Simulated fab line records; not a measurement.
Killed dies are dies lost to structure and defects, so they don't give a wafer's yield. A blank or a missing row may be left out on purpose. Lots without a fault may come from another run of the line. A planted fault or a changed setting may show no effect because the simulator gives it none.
One fault seen from 2 desks / flow berkeley-cmos170 / each desk holds nothing but its own numbers, with what lay behind them at the end

## THE METROLOGY DESK
What the gauges read for every lot (on any tool): the sampled wafers with a number, averaged. A lot is out of limits, marked OUT, if its mean lies more than 4 standard deviations from the usual mean; the brackets give that distance.
Columns: A = cd-nm at UCB170_PSD_CD_MEAS_06, usual 1199.3 nm; B = NSD_RS at UCB170_SDANNEAL_RS_MEAS_03, usual 37.23 ohm/sq; C = CONTACT_PSG_THK at UCB170_CONTACT_THK_MEAS_02, usual 700 nm
lot=L585; first seen here=day 8 00:01; A=1201.0; B=37.36; C=692
lot=L589; first seen here=day 8 10:23; A=1198.7; B=37.23; C=705
lot=L587; first seen here=day 8 10:35; A=1199.6; B=37.00; C=706
lot=L588; first seen here=day 8 10:37; A=1200.6; B=37.20; C=701
lot=L593; first seen here=day 9 08:58; A=1197.3; B=37.31; C=701
lot=L592; first seen here=day 9 09:05; A=1198.5; B=37.23; C=717
lot=L596; first seen here=day 9 21:06; A=1200.2; B=37.17; C=692
lot=L594; first seen here=day 9 21:23; A=1197.1; B=37.18; C=703
lot=L595; first seen here=day 9 21:40; A=1198.2; B=37.32; C=704
lot=L597; first seen here=day 10 07:19; A=1201.3; B=37.33; C=700
lot=L599; first seen here=day 10 23:54; A=1199.9; B=37.20; C=694
lot=L603; first seen here=day 11 19:47; A=1199.9; B=37.13; C=859 (+27) OUT
lot=L606; first seen here=day 12 02:35; A=1199.8; B=37.20; C=861 (+27) OUT
lot=L607; first seen here=day 12 11:07; A=1197.5; B=37.32; C=703
This desk's finding: out of limits on L603, L606; first on L603, day 12 03:08 (CONTACT_PSG_THK at UCB170_CONTACT_THK_MEAS_02). Within limits: L585, L589, L587, L588, L593, L592, L596, L594, L595, L597, L599, L607.

## TOOL OWNER'S DESK, lpcvd-02
The tool's own readings at UCB170_CONTACT_CVD_01 (deposits PSG from SiH4/O2/PH3, target thk 700 nm, time 2820 s): means of the sampled wafers that have a number, for each lot that ran on this tool. A lot is out of limits, marked OUT, if its mean lies more than 4 standard deviations from the usual mean; the brackets give that distance.
Columns: A = pressure-mtorr at UCB170_CONTACT_CVD_01, usual 300.0 mTorr; B = spike-tc-source-C at UCB170_CONTACT_CVD_01, usual 467.8 C
lot=L585; first seen here=day 8 09:41; A=299.1; B=469.3
lot=L587; first seen here=day 8 16:47; A=300.2; B=468.8
lot=L588; first seen here=day 8 16:47; A=300.7; B=467.0
lot=L592; first seen here=day 9 16:40; A=300.2; B=468.2
lot=L593; first seen here=day 9 16:40; A=299.1; B=469.7
lot=L596; first seen here=day 10 01:29; A=299.7; B=466.8
lot=L594; first seen here=day 10 07:07; A=300.2; B=466.2
lot=L595; first seen here=day 10 07:07; A=299.1; B=467.0
lot=L597; first seen here=day 10 11:18; A=300.6; B=468.8
lot=L599; first seen here=day 11 04:17; A=300.2; B=467.4
lot=L603; first seen here=day 12 01:21; A=450.3 (+99 or more) OUT; B=468.6
lot=L606; first seen here=day 12 06:50; A=449.8 (+99 or more) OUT; B=467.5
This desk's verdict: out of limits on L603, L606, starting with L603 at day 12 01:21 (pressure-mtorr at UCB170_CONTACT_CVD_01). Within limits: L585, L587, L588, L592, L593, L596, L594, L595, L597, L599.

## ALL TOGETHER
An alarm could have come from the tool owner's desk at day 12 01:21, on L603, L606.
L603, L606 would have let the metrology desk raise an alarm at day 12 03:08.
Every lot named ran UCB170_CONTACT_CVD_01 on lpcvd-02.

## WHAT WAS PUT IN BY THE SIMULATOR
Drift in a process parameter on lpcvd-02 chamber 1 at UCB170_CONTACT_CVD_01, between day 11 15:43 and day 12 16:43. Setting pressure-mtorr, moved by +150, from 300. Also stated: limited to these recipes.
Struck lots among those shown: L603, L606.
Counting hours from when the fault started, the first reading out of limits came at 10 for the tool owner's desk and at 11 for the metrology desk.
